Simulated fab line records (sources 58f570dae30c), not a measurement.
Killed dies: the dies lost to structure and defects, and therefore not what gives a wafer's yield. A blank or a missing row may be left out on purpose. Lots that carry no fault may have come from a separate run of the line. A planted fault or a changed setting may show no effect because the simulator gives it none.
One fault seen from 2 desks    flow berkeleyCmos170    what lay behind the numbers comes last; until then each desk has only its own

== DESK OF THE TOOL OWNER: implanter-01 ==
For each lot that ran on this tool, the mean over its sampled wafers that have a number, from the tool's own readings at UCB170_PLDD_IMPLANT_09. If a lot's mean is further than 4 standard deviations from the usual mean, the lot is out of limits and carries the mark OUT (the distance appears in the brackets).
Columns: A = beamEnergyKeV at UCB170_PLDD_IMPLANT_09, usual 10.000; B = beamOnS at UCB170_PLDD_IMPLANT_09, usual 10.00 s; C = faradayCurrentUA at UCB170_PLDD_IMPLANT_09, usual 158
lot   first seen here  A                        B                C
L819  day 8 03:36      10.001                   9.89             160
L820  day 8 04:26      10.001                   9.95             159
L822  day 8 13:24      9.998                    10.15            156
L827  day 9 16:50      7.003 (-99 or more) OUT  15.01 (+22) OUT  106 (-15) OUT
L831  day 10 23:11     6.997 (-99 or more) OUT  14.81 (+21) OUT  107 (-15) OUT
This desk's verdict: out of limits on L827, L831, starting with L827 at day 9 16:50 (beamEnergyKeV at UCB170_PLDD_IMPLANT_09). In limits: L819, L820, L822.

== FROM THE METROLOGY DESK ==
Lot by lot, what the gauges showed, no matter which tool ran the lot: averages of those sampled wafers that carry a number. If a lot's mean is further than 4 standard deviations from the usual mean, the lot is out of limits and carries the mark OUT (the distance appears in the brackets).
Columns: A = PLDD_TW at UCB170_PLDD_TW_MEAS_11, usual 1007; B = PLDD_RS at UCB170_SDANNEAL_RS_MEAS_04, usual 1033.0 ohm/sq
lot   first seen here  A               B
L815  day 7 20:49      999             1032.0
L819  day 8 03:51      992             1034.9
L820  day 8 04:41      1013            1035.9
L822  day 8 13:39      1014            1032.4
L821  day 8 14:41      1010            1036.6
L823  day 9 00:56      1002            1030.1
L825  day 9 01:32      1012            1030.9
L827  day 9 17:05      967 (-4.1) OUT  1046.4 (+5.0) OUT
L834  day 10 23:23     997             1033.6
L831  day 10 23:26     968 (-4.0) OUT  1046.0 (+4.8) OUT
L830  day 10 23:41     994             1032.1
L833  day 10 23:49     995             1032.4
L837  day 11 14:08     1014            1034.0
L835  day 11 14:46     1013            1037.8
This desk finds L827, L831 out of limits, with the earliest case on L827 at day 9 17:05 (PLDD_TW at UCB170_PLDD_TW_MEAS_11). In limits: L815, L819, L820, L822, L821, L823, L825, L834, L830, L833, L837, L835.

== PUT TOGETHER ==
On L827, L831, at day 9 16:50, an alarm was possible from the tool owner's desk.
The metrology desk could have raised an alarm at day 9 17:05, on L827, L831.
Every lot named ran UCB170_PLDD_IMPLANT_09 on implanter-01.

== WHAT WAS PUT IN BY THE SIMULATOR ==
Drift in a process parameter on implanter-01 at UCB170_PLDD_IMPLANT_09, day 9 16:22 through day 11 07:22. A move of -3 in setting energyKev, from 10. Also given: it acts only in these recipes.
Lots struck among those shown: L827, L831.
Time in hours from fault onset to the first out-of-limits reading at each desk: tool owner's desk 0, metrology desk 1.
